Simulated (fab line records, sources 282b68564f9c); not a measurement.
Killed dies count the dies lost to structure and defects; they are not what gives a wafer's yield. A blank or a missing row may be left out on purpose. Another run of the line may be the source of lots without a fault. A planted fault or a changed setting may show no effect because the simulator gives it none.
2 desks looking at one fault ; flow rit-cmos ; numbers are kept per desk, each desk with only its own; the story behind them comes last

AT THE METROLOGY DESK
Lot by lot, what the gauges showed, no matter which tool ran the lot: averages of those sampled wafers that carry a number. Any lot whose mean is over 4 standard deviations away from the usual mean is out of limits and marked OUT; that distance is given in the brackets.
Columns: A = PLDD_TW at RIT_PLDD_TW_MEAS_10, usual 2356; B = PLDD_RS at RIT_SDANNEAL_RS_MEAS_06, usual 178.8 ohm/sq
lot;first seen here;A;B
L415;day 2 23:36;2352;178.4
L416;day 3 03:29;2328;179.1
L417;day 3 09:40;2326;179.6
L418;day 3 16:09;2337;178.5
L424;day 4 23:14;2408;171.7 (-16) OUT
L425;day 5 03:50;2458 (+4.1) OUT;171.9 (-15) OUT
L430;day 6 06:42;2322;178.8
L432;day 6 21:38;2396;178.8
L433;day 7 08:11;2382;178.9
L434;day 7 13:05;2394;178.8
L436;day 8 03:35;2326;178.5
L438;day 8 09:16;2378;178.6
L437;day 8 09:32;2338;178.7
This desk's result: L424, L425 out of limits, first on L425 (PLDD_TW at RIT_PLDD_TW_MEAS_10), day 5 03:50. L415, L416, L417, L418, L430, L432, L433, L434, L436, L438, L437: within limits.

AT THE TOOL OWNER'S DESK: implanter-01
The tool's own readings at RIT_PLDD_IMPLANT_08, given as means over the sampled wafers that have a number, one for each lot that went through this tool. Any lot whose mean is over 4 standard deviations away from the usual mean is out of limits and marked OUT; that distance is given in the brackets.
Columns: A = beam-energy-keV at RIT_PLDD_IMPLANT_08, usual 20.000
lot;first seen here;A
L417;day 3 09:21;19.993
L418;day 3 15:50;20.002
L424;day 4 22:56;22.184 (+99 or more) OUT
L425;day 5 03:32;22.189 (+99 or more) OUT
L436;day 8 03:17;20.003
L437;day 8 09:13;20.000
This desk's verdict: out of limits on L424, L425, starting with L424 at day 4 22:56 (beam-energy-keV at RIT_PLDD_IMPLANT_08). L417, L418, L436, L437: within limits.

TAKEN TOGETHER
At day 4 22:56, on L424, L425, the tool owner's desk was in a position to raise an alarm.
The metrology desk could have raised an alarm at day 5 03:50, on L424, L425.
All the named lots went through RIT_PLDD_IMPLANT_08 on implanter-01.

WHAT THE SIMULATOR HAD PUT IN
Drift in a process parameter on implanter-01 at RIT_PLDD_IMPLANT_08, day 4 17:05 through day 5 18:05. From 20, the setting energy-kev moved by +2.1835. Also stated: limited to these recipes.
Struck lots among those shown: L424, L425.
Hours from the fault's start to each desk's first reading out of limits: the tool owner's desk, 6; the metrology desk, 11.
